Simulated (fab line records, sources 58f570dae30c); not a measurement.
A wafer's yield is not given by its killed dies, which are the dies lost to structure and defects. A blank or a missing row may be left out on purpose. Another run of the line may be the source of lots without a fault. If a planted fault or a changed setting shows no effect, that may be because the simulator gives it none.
fab line records	flow berkeley_cmos170
record: lots: 5	wafers: 23
route steps=331 shown PSD@179 NSD@191 SILICIDE@211 CONTACT@234 M1@245 V1@256
start_h: hours from the record's first day to the start of the lot's first wafer shown	wait_h: hours from the lot's prior step to this one	" same as the row above	L1.1+2: a row that stands for several wafers	- value missing, or start not given	* or withheld: withheld	< > ~ a bound
route shown NAME@n: a module of which the file shows steps, and the number in the route of the first	usual: mean/standard deviation of fault-free wafers	same: alike in all rows	chamber/n: place in a boat	sites: each site's reading	_std_site: standard deviation across them	_edge_site: inner sites' mean taken away from outer sites' mean	radius_mm: how far each site lies from the wafer's centre	mask NAME#n: copy n	behind: the last tool/chamber to shape the wafer	hold: what put the lot on hold/how long, in hours/how the hold closed	device: whichever transistor did not switch (one of n, p or np)	end of line: at the end of the route, the tests of the same wafers	a step with no rows: only its recipe	killed: dies lost to structure and defects at the first sort, not the wafer's yield	map: a wafer's dies, x killed, . not, _ none there
set.NAME: the setting as run; set.NAME@STEP: as run at that earlier step	model.NAME: the simulator's own value behind a step, which no gauge read
lots whose settings were changed on purpose; a table a step, a row a wafer
== steps ==
step: UCB170_PSD_PEB_04
recipe: peb_temp_c: 130	peb_time_s: withheld	resist: KrF
lot.wafer	tool	chamber	start_h	wait_h	set.peb_temp_c
L076.2+3+6	litho_track-04	0	175.60	0.5	133.2
L076.4+5	"	0	"	"	130
L074.1+4+5	litho_track-02	0	175.75	0.1	130
L074.2+3	"	0	"	"	127.6
L075.1+4	litho_track-04	0	175.85	0.1	130
L075.2+3+6	"	0	"	"	131.6
L083.1+3+4	litho_track-03	0	218.82	0.5	130
L083.2+6	"	0	"	"	131.3
L082.1+3+4	litho_track-04	0	219.33	0.4	130
step: UCB170_PSD_DEVELOP_05
recipe: developer: TMAH	develop_time_s: 45	resist: KrF	dev_temp_c: 21
step: UCB170_PSD_CD_MEAS_06
recipe: target_cd_nm: 1200
usual: cd_nm: 1200.2/1.6
lot.wafer	tool	chamber	start_h	wait_h	set.peb_temp_c@PSD_PEB_04	cd_nm
L076.2	cd_sem-01	-	175.87	-	133.2	1217.7
L076.3	"	-	"	"	133.2	1217.7
L076.4	"	-	"	"	130	1198.7
L076.5	"	-	"	"	130	1199.5
L076.6	"	-	"	"	133.2	1218.6
L074.1	cd_sem-02	-	176.02	-	130	1201.6
L074.2	"	-	"	"	127.6	1185.2
L074.3	"	-	"	"	127.6	1186.7
L074.4	"	-	"	"	130	1202.4
L074.5	"	-	"	"	130	1201.8
L075.1	cd_sem-01	-	176.18	-	130	1199.2
L075.2	"	-	"	"	131.6	1209.9
L075.3	"	-	"	"	131.6	1211.0
L075.4	"	-	"	"	130	1200.8
L075.6	"	-	"	"	131.6	1210.7
L083.1	cd_sem-01	-	219.09	-	130	1200.1
L083.2	"	-	"	"	131.3	1208.4
L083.3	"	-	"	"	130	1200.6
L083.4	"	-	"	"	130	1199.2
L083.6	"	-	"	"	131.3	1208.9
L082.1	cd_sem-01	-	219.61	-	130	1201.9
L082.3	"	-	"	"	130	1202.2
L082.4	"	-	"	"	130	1203.1
step: UCB170_NSD_PEB_04
recipe: peb_temp_c: 130	peb_time_s: withheld	resist: KrF
lot.wafer	tool	chamber	start_h	wait_h	set.peb_temp_c
L076.2+4+5	litho_track-04	0	177.41	0.3	132.6
L076.3+6	"	0	"	"	130
L074.1+2+5	litho_track-01	0	177.43	0.1	130
L074.3+4	"	0	"	"	128.4
L075.1+3+6	litho_track-04	0	177.67	0.1	130
L075.2+4	"	0	"	"	133.1
L083.1+4+6	litho_track-01	0	220.72	0.1	128.4
L083.2+3	"	0	"	"	130
L082.1+3+4	litho_track-04	0	221.65	0.1	130
step: UCB170_NSD_DEVELOP_05
recipe: developer: TMAH	develop_time_s: 45	resist: KrF	dev_temp_c: 21
step: UCB170_NSD_CD_MEAS_06
recipe: target_cd_nm: 1200
usual: cd_nm: 1199.7/0.97
lot.wafer	tool	chamber	start_h	wait_h	set.peb_temp_c@NSD_PEB_04	cd_nm
L076.2	cd_sem-02	-	177.68	-	132.6	1215.9
L076.3	"	-	"	"	130	1199.4
L076.4	"	-	"	"	132.6	1214.1
L076.5	"	-	"	"	132.6	1214.9
L076.6	"	-	"	"	130	1198.5
L074.1	cd_sem-01	-	177.70	-	130	1200.0
L074.2	"	-	"	"	130	1200.0
L074.3	"	-	"	"	128.4	1189.2
L074.4	"	-	"	"	128.4	1187.6
L074.5	"	-	"	"	130	1199.4
L075.1	cd_sem-02	-	177.94	-	130	1199.9
L075.2	"	-	"	"	133.1	1217.9
L075.3	"	-	"	"	130	1199.2
L075.4	"	-	"	"	133.1	1218.1
L075.6	"	-	"	"	130	1199.3
L083.1	cd_sem-01	-	220.99	-	128.4	1188.4
L083.2	"	-	"	"	130	1200.4
L083.3	"	-	"	"	130	1201.2
L083.4	"	-	"	"	128.4	1189.1
L083.6	"	-	"	"	128.4	1187.6
L082.1	cd_sem-02	-	221.93	-	130	1198.9
L082.3	"	-	"	"	130	1199.2
L082.4	"	-	"	"	130	1200.3
step: UCB170_SILICIDE_SPUTTER_01
recipe: material: Ti	target_thk_nm: 30	time_s: 25	power_w: 1500	chamber_pressure_pa: 0.5
lot.wafer	tool	chamber	start_h	wait_h	set.time_s	model.Ti_of_SILICIDE_SPUTTER_01.thk_nm
L076.2	pvd_sputter-03	-	179.79	0.0	25	29.71
L076.3	"	-	"	"	25	29.88
L076.4	"	-	"	"	26.64	31.47
L076.5	"	-	"	"	26.64	31.6
L076.6	"	-	"	"	26.64	31.71
L074.1	pvd_sputter-01	-	180.02	0.0	25	30.24
L074.2	"	-	"	"	25	30.29
L074.3	"	-	"	"	26.13	31.62
L074.4	"	-	"	"	26.13	31.69
L074.5	"	-	"	"	26.13	31.7
L075.1	pvd_sputter-04	-	180.15	0.0	23.26	27.79
L075.2	"	-	"	"	25	29.81
L075.3	"	-	"	"	25	29.9
L075.4	"	-	"	"	25	29.93
L075.6	"	-	"	"	23.26	27.83
L083.1	pvd_sputter-03	-	223.03	0.0	25	30.23
L083.2	"	-	"	"	22.67	27.36
L083.3	"	-	"	"	22.67	27.46
L083.4	"	-	"	"	25	29.9
L083.6	"	-	"	"	22.67	27.59
L082.1	pvd_sputter-04	-	224.10	0.0	25	29.98
L082.3	"	-	"	"	25	30.4
L082.4	"	-	"	"	25	30.23
step: UCB170_SILICIDE_RS_MEAS_02
recipe: thk_meas_gauge: four-point-probe	reads: Ti_of_SILICIDE_SPUTTER_01
usual: SILICIDE_TI_RS: 26.03/0.28
lot.wafer	tool	chamber	start_h	wait_h	set.time_s@SILICIDE_SPUTTER_01	SILICIDE_TI_RS[ohm/sq]
L076.2	film_metro-04	-	179.84	0.0	25	26.36
L076.3	"	-	"	"	25	26.14
L076.4	"	-	"	"	26.64	24.60
L076.5	"	-	"	"	26.64	24.52
L076.6	"	-	"	"	26.64	24.43
L074.1	film_metro-04	-	180.05	0.0	25	25.85
L074.2	"	-	"	"	25	25.78
L074.3	"	-	"	"	26.13	24.52
L074.4	"	-	"	"	26.13	24.49
L074.5	"	-	"	"	26.13	24.42
L075.1	film_metro-01	-	180.18	0.0	23.26	28.58
L075.2	"	-	"	"	25	26.27
L075.3	"	-	"	"	25	26.18
L075.4	"	-	"	"	25	26.18
L075.6	"	-	"	"	23.26	28.54
L083.1	film_metro-04	-	223.06	0.0	25	25.83
L083.2	"	-	"	"	22.67	29.05
L083.3	"	-	"	"	22.67	28.98
L083.4	"	-	"	"	25	26.19
L083.6	"	-	"	"	22.67	28.77
L082.1	film_metro-02	-	224.13	0.0	25	26.06
L082.3	"	-	"	"	25	25.71
L082.4	"	-	"	"	25	25.89
step: UCB170_SILICIDE_THK_MEAS_03
recipe: thk_meas_gauge: xrf	reads: Ti_of_SILICIDE_SPUTTER_01
usual: SILICIDE_TI_THK: 31.1/0.32
lot.wafer	tool	chamber	start_h	wait_h	set.time_s@SILICIDE_SPUTTER_01	SILICIDE_TI_THK[nm]
L076.2	film_metro-04	-	179.95	0.1	25	30.7
L076.3	"	-	"	"	25	30.9
L076.4	"	-	"	"	26.64	32.7
L076.5	"	-	"	"	26.64	32.7
L076.6	"	-	"	"	26.64	32.8
L074.1	film_metro-04	-	180.17	0.1	25	31.4
L074.2	"	-	"	"	25	31.5
L074.3	"	-	"	"	26.13	32.8
L074.4	"	-	"	"	26.13	32.7
L074.5	"	-	"	"	26.13	32.7
L075.1	film_metro-01	-	180.30	0.1	23.26	28.8
L075.2	"	-	"	"	25	30.9
L075.3	"	-	"	"	25	30.9
L075.4	"	-	"	"	25	31.0
L075.6	"	-	"	"	23.26	28.9
L083.1	film_metro-04	-	223.18	0.1	25	31.4
L083.2	"	-	"	"	22.67	28.3
L083.3	"	-	"	"	22.67	28.5
L083.4	"	-	"	"	25	30.8
L083.6	"	-	"	"	22.67	28.7
L082.1	film_metro-02	-	224.25	0.1	25	30.9
L082.3	"	-	"	"	25	31.3
L082.4	"	-	"	"	25	31.1
step: UCB170_CONTACT_ETCH_18
recipe: chemistry: CHF3/CF4/Ar	target: PSG	stop_on: TiSi2	CHF3_flow_sccm: 45	cf4_flow_sccm: 15	Ar_flow_sccm: 150	pressure_mtorr: 200	rf_w: 700	target_depth_a: 8400	over_etch_frac: 0.2	time_s: 195
lot.wafer	tool	chamber	start_h	wait_h	set.rf_w	model.KrF_of_CONTACT_COAT_10.thk_nm
L076.2	rie_diel-02	3	-	-	628.2	703.1
L076.3	"	2	"	"	700	690.1
L076.4	"	0	"	"	628.2	700.4
L076.5	"	0	"	"	700	693.5
L076.6	"	3	"	"	628.2	703
L075.1	rie_diel-04	0	-	-	755.5	681.9
L075.2	"	3	"	"	755.5	683.6
L075.3	"	1	"	"	700	691.4
L075.4	"	2	"	"	700	695.2
L075.6	"	3	"	"	755.5	679.9
L074.1	rie_diel-03	2	-	-	700	690.3
L074.2	"	0	"	"	735.2	689.6
L074.3	"	1	"	"	700	694.1
L074.4	"	3	"	"	700	691
L074.5	"	1	"	"	735.2	690.1
L083.1	rie_diel-03	1	-	-	736.6	687.1
L083.2	"	3	"	"	700	688.1
L083.3	"	0	"	"	700	691.3
L083.4	"	2	"	"	700	688.7
L083.6	"	3	"	"	736.6	683.6
L082.1	rie_diel-02	3	-	-	700	693.8
L082.3	"	1	"	"	700	690.2
L082.4	"	2	"	"	700	692.4
step: UCB170_M1_PEB_07
recipe: peb_temp_c: 130	peb_time_s: withheld	resist: KrF
lot.wafer	tool	chamber	start_h	wait_h	set.peb_temp_c
L076.2+5+6	litho_track-02	0	185.59	0.1	127.4
L076.3+4	"	0	"	"	130
L075.1+2+4	litho_track-02	0	186.10	0.1	127.8
L075.3+6	"	0	"	"	130
L074.1+4+5	litho_track-04	0	186.73	0.3	133.1
L074.2+3	"	0	"	"	130
L083.1+3	litho_track-04	0	230.09	0.1	133.6
L083.2+4+6	"	0	"	"	130
L082.1+3+4	litho_track-02	0	232.02	0.1	130
step: UCB170_M1_DEVELOP_08
recipe: developer: TMAH	develop_time_s: 45	resist: KrF	dev_temp_c: 21
step: UCB170_M1_CD_MEAS_09
recipe: target_cd_nm: 700
usual: cd_nm: 699.4/1.1
lot.wafer	tool	chamber	start_h	wait_h	set.peb_temp_c@M1_PEB_07	cd_nm
L076.2	cd_sem-02	-	185.86	-	127.4	717.0
L076.3	"	-	"	"	130	697.5
L076.4	"	-	"	"	130	698.5
L076.5	"	-	"	"	127.4	716.3
L076.6	"	-	"	"	127.4	716.4
L075.1	cd_sem-02	-	186.37	-	127.8	714.3
L075.2	"	-	"	"	127.8	714.7
L075.3	"	-	"	"	130	700.4
L075.4	"	-	"	"	127.8	715.4
L075.6	"	-	"	"	130	699.1
L074.1	cd_sem-02	-	187.00	-	133.1	680.6
L074.2	"	-	"	"	130	699.5
L074.3	"	-	"	"	130	698.6
L074.4	"	-	"	"	133.1	681.4
L074.5	"	-	"	"	133.1	680.0
L083.1	cd_sem-02	-	230.37	-	133.6	679.4
L083.2	"	-	"	"	130	700.0
L083.3	"	-	"	"	133.6	679.1
L083.4	"	-	"	"	130	699.9
L083.6	"	-	"	"	130	700.3
L082.1	cd_sem-02	-	232.30	-	130	699.9
L082.3	"	-	"	"	130	700.2
L082.4	"	-	"	"	130	700.9
step: UCB170_M1_ETCH_11
recipe: chemistry: N2/H2	target_depth_a: withheld	overetch_a: withheld	target: BARC	time_s: withheld	source_w: 500	bias_w: 100	pressure_mtorr: 30	n2_flow_sccm: 100	h2_flow_sccm: 200
lot.wafer	tool	chamber	start_h	wait_h	set.peb_temp_c@M1_PEB_07	model.M1.cd_nm
L076.2	rie_diel-04	0	185.99	0.0	127.4	717.3
L076.3	"	2	"	"	130	697.8
L076.4	"	3	"	"	130	698
L076.5	"	0	"	"	127.4	716.7
L076.6	"	3	"	"	127.4	716.3
L075.1	rie_diel-03	0	186.53	0.0	127.8	714.6
L075.2	"	3	"	"	127.8	714.8
L075.3	"	2	"	"	130	699.8
L075.4	"	1	"	"	127.8	715.9
L075.6	"	0	"	"	130	699.3
L074.1	rie_diel-04	1	187.16	0.0	133.1	680
L074.2	"	0	"	"	130	700.1
L074.3	"	3	"	"	130	698.8
L074.4	"	2	"	"	133.1	681.5
L074.5	"	3	"	"	133.1	680.2
L083.1	rie_diel-01	1	230.52	0.0	133.6	679.5
L083.2	"	0	"	"	130	699.8
L083.3	"	3	"	"	133.6	678.2
L083.4	"	2	"	"	130	699.9
L083.6	"	1	"	"	130	700
L082.1	rie_diel-01	3	232.46	0.0	130	700.2
L082.3	"	2	"	"	130	700.3
L082.4	"	0	"	"	130	700.4
step: UCB170_M1_METAL_ETCH_12
recipe: chemistry: Cl2/BCl3	target: Al	stop_on: PSG	pressure_mtorr: 12	target_depth_a: 7800	over_etch_frac: 0.3	time_s: 130	icp_w: 600	bias_w: 120	Cl2_flow_sccm: 90	bcl3_flow_sccm: 45
lot.wafer	tool	chamber	start_h	wait_h	set.peb_temp_c@M1_PEB_07	model.M1.cd_nm
L076.2	rie_metal-02	0	186.03	-	127.4	717.2
L076.3	"	0	"	"	130	696.9
L076.4	"	1	"	"	130	695.4
L076.5	"	1	"	"	127.4	715.3
L076.6	"	0	"	"	127.4	716.2
L075.1	rie_metal-01	1	186.57	-	127.8	711.9
L075.2	"	1	"	"	127.8	711.5
L075.3	"	1	"	"	130	696.7
L075.4	"	1	"	"	127.8	713.5
L075.6	"	1	"	"	130	697.2
L074.1	rie_metal-02	1	187.20	-	133.1	680.6
L074.2	"	0	"	"	130	699.7
L074.3	"	0	"	"	130	698.6
L074.4	"	1	"	"	133.1	679.6
L074.5	"	1	"	"	133.1	678.8
L083.1	rie_metal-01	1	230.56	-	133.6	679.1
L083.2	"	1	"	"	130	699.9
L083.3	"	1	"	"	133.6	678.1
L083.4	"	1	"	"	130	699.3
L083.6	"	1	"	"	130	701.4
L082.1	rie_metal-02	1	232.50	-	130	700.6
L082.3	"	0	"	"	130	700
L082.4	"	1	"	"	130	699.7
step: UCB170_M1_STRIP_13
recipe: chemistry: O2	power_w: 400	pressure_mtorr: 3500	platen_temp_c: withheld	o2_flow_sccm: 400	overash_fraction: 0.5
step: UCB170_M1_CD_MEAS_90
recipe: target_cd_nm: 700
usual: cd_nm: 699.4/2
lot.wafer	tool	chamber	start_h	wait_h	set.peb_temp_c@M1_PEB_07	cd_nm
L076.2	cd_sem-01	-	186.29	0.1	127.4	717.2
L076.3	"	-	"	"	130	696.8
L076.4	"	-	"	"	130	695.7
L076.5	"	-	"	"	127.4	715.4
L076.6	"	-	"	"	127.4	716.4
L075.1	cd_sem-01	-	186.94	0.1	127.8	712.0
L075.2	"	-	"	"	127.8	711.8
L075.3	"	-	"	"	130	696.5
L075.4	"	-	"	"	127.8	713.3
L075.6	"	-	"	"	130	697.1
L074.1	cd_sem-01	-	187.44	0.1	133.1	680.5
L074.2	"	-	"	"	130	699.7
L074.3	"	-	"	"	130	698.3
L074.4	"	-	"	"	133.1	679.4
L074.5	"	-	"	"	133.1	678.8
L083.1	cd_sem-01	-	230.93	0.1	133.6	679.2
L083.2	"	-	"	"	130	699.9
L083.3	"	-	"	"	133.6	678.1
L083.4	"	-	"	"	130	699.4
L083.6	"	-	"	"	130	701.3
L082.1	cd_sem-02	-	232.73	0.1	130	700.6
L082.3	"	-	"	"	130	700.0
L082.4	"	-	"	"	130	699.9
step: UCB170_V1_CMP_02
recipe: material: SiO2	down_force_psi: 6	platen_rpm: 60	pad_velocity_m_s: 0.75398
lot.wafer	tool	chamber	start_h	wait_h	set.leave_above_ref_nm	model.SiO2_of_V1_CVD_00.thk_nm
L076.2+3	cmp-02	0,3	187.94	0.0	1000	-
L076.4	"	2	"	"	962.8	963.9
L076.5	"	0	"	"	962.8	962.5
L076.6	"	1	"	"	1000	1001
L075.3	cmp-02	1	189.66	0.4	1000	1002
L075.4+1	"	2,3	"	"	1000	-
L075.2+6	"	0,1	"	"	1000	1001
L074.2+3+1	cmp-02	1,3,0	189.96	0.7	1000	-
L074.4+5	"	2,1	"	"	1000	1001
L083.1	cmp-01	1	232.60	0.1	970.6	972.5
L083.4	"	2	"	"	970.6	973.4
L083.3	"	3	"	"	1000	-
L083.2	"	0	"	"	1000	1001
L083.6	"	2	"	"	970.6	-
L082.1+3	cmp-01	0,1	235.62	0.3	1000	1001
L082.4	"	2	"	"	1000	1000
step: UCB170_V1_THK_MEAS_04
recipe: reads: SiO2_of_V1_CVD_00
usual: V1_POLISHED_THK: 1000.9/0.95
lot.wafer	tool	chamber	start_h	wait_h	set.leave_above_ref_nm@V1_CMP_02	V1_POLISHED_THK[nm]
L076.2	film_metro-02	-	188.37	0.1	1000	999.5
L076.3	"	-	"	"	1000	1000.2
L076.4	"	-	"	"	962.8	963.5
L076.5	"	-	"	"	962.8	963.4
L076.6	"	-	"	"	1000	1000.1
L075.1	film_metro-04	-	190.08	0.1	1000	1001.2
L075.2	"	-	"	"	1000	1001.5
L075.3	"	-	"	"	1000	1003.1
L075.4	"	-	"	"	1000	1001.1
L075.6	"	-	"	"	1000	1001.1
L074.1	film_metro-02	-	190.38	0.1	1000	1001.5
L074.2	"	-	"	"	1000	1001.3
L074.3	"	-	"	"	1000	1000.5
L074.4	"	-	"	"	1000	1001.1
L074.5	"	-	"	"	1000	1000.9
L083.1	film_metro-03	-	233.02	0.1	970.6	972.2
L083.2	"	-	"	"	1000	1000.5
L083.3	"	-	"	"	1000	1002.8
L083.4	"	-	"	"	970.6	973.7
L083.6	"	-	"	"	970.6	972.9
L082.1	film_metro-03	-	235.99	0.1	1000	1001.3
L082.3	"	-	"	"	1000	1000.9
L082.4	"	-	"	"	1000	1000.7
step: UCB170_V1_ETCH_14
recipe: chemistry: CHF3/CF4/Ar	target: SiO2	stop_on: Al	CHF3_flow_sccm: 45	cf4_flow_sccm: 15	Ar_flow_sccm: 150	pressure_mtorr: 200	rf_w: 700	target_depth_a: 12500	over_etch_frac: 0.25	time_s: 291
lot.wafer	tool	chamber	start_h	wait_h	set.time_s	set.leave_above_ref_nm@V1_CMP_02	model.etch.depth_nm	model.V1.feature_depth_nm	model.KrF_of_V1_COAT_07.thk_nm
L076.2	rie_diel-01	1	189.83	0.0	291	1000	-	1000	615.2
L076.3	"	2	"	"	291	1000	-	1000	616
L076.4	"	0	"	"	291	962.8	963.9	963.9	611.3
L076.5	"	1	"	"	291	962.8	962.5	962.5	617.1
L076.6	"	0	"	"	291	1000	1001	1001	611.6
L075.1	rie_diel-01	2	192.29	0.0	308.4	1000	-	1003	588.7
L075.2	"	3	"	"	308.4	1000	1001	1003	586.5
L075.3	"	1	"	"	308.4	1000	1002	1004	589.4
L075.4	"	0	"	"	291	1000	-	1001	611.5
L075.6	"	1	"	"	291	1000	1001	1001	609.2
L074.1	rie_diel-02	1	192.60	0.0	331.1	1000	-	1006	575.6
L074.2	"	0	"	"	291	1000	-	1002	607.6
L074.3	"	3	"	"	331.1	1000	-	1005	573.2
L074.4	"	0	"	"	291	1000	1001	1001	608.2
L074.5	"	1	"	"	331.1	1000	1001	1005	571.8
L083.1	rie_diel-03	1	234.25	0.0	270.9	970.6	972.5	972.5	626.7
L083.2	"	0	"	"	291	1000	1001	1001	614.1
L083.3	"	2	"	"	270.9	1000	-	1002	622.4
L083.4	"	1	"	"	291	970.6	973.4	973.4	610
L083.6	"	2	"	"	270.9	970.6	-	972.6	627
L082.1	rie_diel-02	0	237.60	0.0	291	1000	1001	1001	606.1
L082.3	"	2	"	"	291	1000	1001	1001	610.7
L082.4	"	1	"	"	291	1000	1000	1000	613.6
step: UCB170_V1_STRIP_15
recipe: chemistry: O2	power_w: 400	pressure_mtorr: 3500	platen_temp_c: withheld	o2_flow_sccm: 400	overash_fraction: 0.5
usual: strip_time_to_endpoint_s: 15.32/0.1
lot.wafer	tool	chamber	start_h	wait_h	set.time_s@V1_ETCH_14	strip_time_to_endpoint_s
L076.2	plasma_asher-03	1	190.01	0.1	291	15.44
L076.3	"	1	"	"	291	15.45
L076.4	"	0	"	"	291	15.34
L076.5	"	1	"	"	291	15.49
L076.6	"	0	"	"	291	15.36
L075.1	plasma_asher-04	0	192.47	0.1	308.4	14.80
L075.2	"	1	"	"	308.4	14.75
L075.3	"	1	"	"	308.4	14.82
L075.4	"	0	"	"	291	15.34
L075.6	"	0	"	"	291	15.31
L074.1	plasma_asher-03	1	192.77	0.1	331.1	14.48
L074.2	"	0	"	"	291	15.24
L074.3	"	0	"	"	331.1	14.44
L074.4	"	1	"	"	291	15.28
L074.5	"	1	"	"	331.1	14.39
L083.1	plasma_asher-03	0	234.43	0.1	270.9	15.71
L083.2	"	1	"	"	291	15.42
L083.3	"	0	"	"	270.9	15.60
L083.4	"	1	"	"	291	15.29
L083.6	"	0	"	"	270.9	15.72
L082.1	plasma_asher-03	1	237.78	0.1	291	15.23
L082.3	"	1	"	"	291	15.32
L082.4	"	0	"	"	291	15.40
== key ==
split: step: UCB170_PSD_PEB_04	setting: peb_temp_c	stated: 130	by: wafer
response: step: UCB170_PSD_CD_MEAS_06	reading: cd_nm	change: +8.16	per: 1%	r: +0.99
split: step: UCB170_NSD_PEB_04	setting: peb_temp_c	stated: 130	by: wafer
response: step: UCB170_NSD_CD_MEAS_06	reading: cd_nm	change: +8.3	per: 1%	r: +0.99
split: step: UCB170_SILICIDE_SPUTTER_01	setting: time_s	stated: 25	by: wafer
response: step: UCB170_SILICIDE_SPUTTER_01	reading: model.Ti_of_SILICIDE_SPUTTER_01.thk_nm	change: +0.285	per: 1%	r: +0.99
response: step: UCB170_SILICIDE_RS_MEAS_02	reading: SILICIDE_TI_RS	change: -0.307	per: 1%	r: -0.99
response: step: UCB170_SILICIDE_THK_MEAS_03	reading: SILICIDE_TI_THK	change: +0.293	per: 1%	r: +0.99
split: step: UCB170_CONTACT_ETCH_18	setting: rf_w	stated: 700	by: wafer
response: step: UCB170_CONTACT_ETCH_18	reading: model.KrF_of_CONTACT_COAT_10.thk_nm	change: -1.04	per: 1%	r: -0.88
split: step: UCB170_M1_PEB_07	setting: peb_temp_c	stated: 130	by: wafer
response: step: UCB170_M1_CD_MEAS_09	reading: cd_nm	change: -8.11	per: 1%	r: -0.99
response: step: UCB170_M1_ETCH_11	reading: model.M1.cd_nm	change: -8.27	per: 1%	r: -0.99
response: step: UCB170_M1_METAL_ETCH_12	reading: model.M1.cd_nm	change: -8.53	per: 1%	r: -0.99
response: step: UCB170_M1_CD_MEAS_90	reading: cd_nm	change: -8.53	per: 1%	r: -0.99
split: step: UCB170_V1_CMP_02	setting: leave_above_ref_nm	stated: 1000	by: wafer
response: step: UCB170_V1_CMP_02	reading: model.SiO2_of_V1_CVD_00.thk_nm	change: +9.86	per: 1%	r: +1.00
response: step: UCB170_V1_THK_MEAS_04	reading: V1_POLISHED_THK	change: +9.8	per: 1%	r: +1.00
response: step: UCB170_V1_ETCH_14	reading: model.etch.depth_nm	change: +9.86	per: 1%	r: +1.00
response: step: UCB170_V1_ETCH_14	reading: model.V1.feature_depth_nm	change: +9.88	per: 1%	r: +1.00
split: step: UCB170_V1_ETCH_14	setting: time_s	stated: 291	by: wafer
response: step: UCB170_V1_ETCH_14	reading: model.KrF_of_V1_COAT_07.thk_nm	change: -2.56	per: 1%	r: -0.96
response: step: UCB170_V1_STRIP_15	reading: strip_time_to_endpoint_s	change: *	per: 1%	r: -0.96
